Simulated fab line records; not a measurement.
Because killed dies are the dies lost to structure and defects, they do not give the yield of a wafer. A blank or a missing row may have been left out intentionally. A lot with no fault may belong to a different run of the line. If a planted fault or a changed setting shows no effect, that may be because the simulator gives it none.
Which of the tools did it? | flow berkeley-cmos170 | 14 lots, 41 wafers sampled, at 4 steps of a route of 331

== WHAT THE GAUGES READ, wafer by wafer ==
UCB170_NWELL_OVL_MEAS_12.
lot  | measured    | on         | NWELL_OVL (nm)
L414 | day 2 13:37 | overlay-01 | 3 4 10
L415 | day 2 23:57 | overlay-02 | -6 -10 -3
L417 | day 3 12:13 | overlay-01 | -9 -5 -5
L418 | day 3 12:14 | overlay-02 | 8 -5 9
L419 | day 4 00:41 | overlay-01 | -8 -7 -7
L420 | day 4 03:18 | overlay-01 | -1 -7 -6
L422 | day 4 10:18 | overlay-01 | 4 8 11
L423 | day 4 17:36 | overlay-01 | 3 0 -6
L424 | day 4 20:23 | overlay-02 | 11 4 2
L425 | day 5 00:41 | overlay-02 | 5 10 8
L426 | day 5 09:23 | overlay-01 | -6 -7 -9
L430 | day 6 02:10 | overlay-02 | -4 1 0
L429 | day 6 02:26 | overlay-02 | -7 -5
L431 | day 6 02:39 | overlay-01 | 4 3 1

UCB170_PWELL_OVL_MEAS_13.
lot  | measured    | on         | PWELL_OVL (nm)
L414 | day 3 13:29 | overlay-02 | 3 7 7
L415 | day 3 20:40 | overlay-01 | 4 3 7
L417 | day 4 04:45 | overlay-01 | 2 7 6
L418 | day 4 12:20 | overlay-01 | -3 -3 1
L419 | day 4 23:15 | overlay-02 | 4 12 -2
L420 | day 4 23:31 | overlay-02 | -4 -1 -3
L422 | day 5 06:17 | overlay-02 | -6 0 -4
L423 | day 5 11:57 | overlay-02 | 14 9 13
L424 | day 5 20:14 | overlay-01 | -10 -5 -3
L425 | day 5 20:30 | overlay-01 | -10 -4 -6
L426 | day 6 06:55 | overlay-01 | -5 -4 -5
L430 | day 6 18:39 | overlay-01 | 4 -1 -4
L429 | day 6 18:46 | overlay-02 | 7 12
L431 | day 6 18:55 | overlay-01 | -6 0 -6

UCB170_PFIELD_OVL_MEAS_06.
lot  | measured    | on         | PFIELD_OVL (nm)
L414 | day 4 23:59 | overlay-02 | 1 -3 -3
L415 | day 5 07:56 | overlay-02 | 7 3 3
L417 | day 5 21:00 | overlay-02 | -2 0 4
L418 | day 5 21:39 | overlay-01 | 7 3 0
L419 | day 6 14:19 | overlay-02 | 8 -4 -2
L420 | day 6 14:20 | overlay-01 | 3 11 5
L422 | day 6 17:51 | overlay-02 | -1 2 6
L423 | day 7 04:14 | overlay-02 | 8 3 7
L424 | day 7 04:26 | overlay-02 | -4 -6 4
L425 | day 7 04:40 | overlay-01 | 5 1 2
L426 | day 7 18:59 | overlay-01 | 9 21 11
L430 | day 8 05:57 | overlay-02 | -1 6 1
L429 | day 8 06:14 | overlay-01 | 3 1
L431 | day 8 05:41 | overlay-01 | 11 7 7

== EACH LOT AND THE TOOL THAT RAN IT (in order: tool; ch and the chambers of the sampled wafers; start) ==
lot  | UCB170_ACTIVE_STRIP_16
L414 | plasma-asher-01 ch 0, day 4 22:30
L415 | plasma-asher-02 ch 0,1, day 5 04:25
L417 | plasma-asher-04 ch 0,1, day 5 19:16
L418 | plasma-asher-04 ch 0,1, day 5 20:01
L419 | plasma-asher-02 ch 0,1, day 6 10:25
L420 | plasma-asher-04 ch 0,1, day 6 10:37
L422 | plasma-asher-01 ch 0, day 6 16:37
L423 | plasma-asher-02 ch 0,1, day 7 02:49
L424 | plasma-asher-01 ch 0,1, day 7 03:07
L425 | plasma-asher-02 ch 0,1, day 7 03:08
L426 | plasma-asher-04 ch 0,1, day 7 15:05
L430 | plasma-asher-04 ch 0,1, day 8 01:06
L429 | plasma-asher-01 ch 0,1, day 8 00:59
L431 | plasma-asher-01 ch 0,1, day 8 01:20
- UCB170_ACTIVE_STRIP_16: strips in O2.

== WHAT THE TOOLS THEMSELVES READ (means of the sampled wafers that have a number; where no wafer has one, the mark that the record gives instead) ==
UCB170_ACTIVE_STRIP_16.
lot  | tool            | drypump-motor-current-A (A) | oes-product-au (a.u.) | strip-time-to-endpoint-s (s)
L414 | plasma-asher-01 | 5.3                         | 0.719                 | 18.22
L415 | plasma-asher-02 | 5.0                         | 0.720                 | 18.05
L417 | plasma-asher-04 | 6.6                         | 0.720                 | 18.09
L418 | plasma-asher-04 | 6.6                         | 0.719                 | 18.09
L419 | plasma-asher-02 | 5.4                         | 0.724                 | 17.97
L420 | plasma-asher-04 | 6.6                         | 0.717                 | 18.07
L422 | plasma-asher-01 | 5.3                         | 0.722                 | 18.06
L423 | plasma-asher-02 | 5.4                         | 0.722                 | 18.12
L424 | plasma-asher-01 | 5.2                         | 0.725                 | 18.01
L425 | plasma-asher-02 | 5.4                         | 0.724                 | 17.96
L426 | plasma-asher-04 | 6.5                         | 0.717                 | 18.00
L430 | plasma-asher-04 | 6.6                         | 0.722                 | 18.05
L429 | plasma-asher-01 | 5.2                         | 0.704                 | 18.46
L431 | plasma-asher-01 | 5.3                         | 0.707                 | 18.53

== THE ANSWER, worked out from the rows above alone ==
Rule: usual is defined by the lots themselves. The widest of any qualifying gaps counts: lots, ordered by their means at a reading, are off when they make up no more than a third of the lots, leave a main group of 4 or more, and stand apart from it by 3 or more times the standard deviation of that group's means. Not used: any main group whose means are identical at the precision the tables above print for the reading. A lot without any number at a reading at which 4 lots or more have one is off too. All remaining lots with rows at the step are treated as sound. After the gauges, taken in route order, come the tools' own readings; for these a lot's mean is taken, as printed above. At the first step where some lot is off, the reading lying furthest off is the one used; lots without a number count as furthest.
Off: L429, L431, at UCB170_ACTIVE_STRIP_16 (oes-product-au). Mean 0.721 a.u. and standard deviation 0.0026 in the main group.
A tool fits if, at that step or a process step before it, it ran every lot that is off, and no sound lot after the first of them. One candidate fits, namely plasma-asher-01 at UCB170_ACTIVE_STRIP_16. A fault onset in the window from L424 (day 7 03:07, its last sound lot) to L429 (day 8 00:59, its first lot off) fits.
The tool's own readings at UCB170_ACTIVE_STRIP_16 bear it out: on the lots that are off they differ by more than 5 times the standard deviation of the sound lots' means. oes-product-au reads 0.706 a.u. there against 0.721 a.u. on the sound lots; strip-time-to-endpoint-s reads 18.50 s there against 18.06 s on the sound lots.

== WHAT HAD BEEN PUT IN BY THE SIMULATOR ==
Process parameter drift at UCB170_ACTIVE_STRIP_16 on plasma-asher-01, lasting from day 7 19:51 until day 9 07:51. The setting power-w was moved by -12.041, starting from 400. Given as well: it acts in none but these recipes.
Struck lots among those shown: L429, L431. The rule given above showed the same thing.
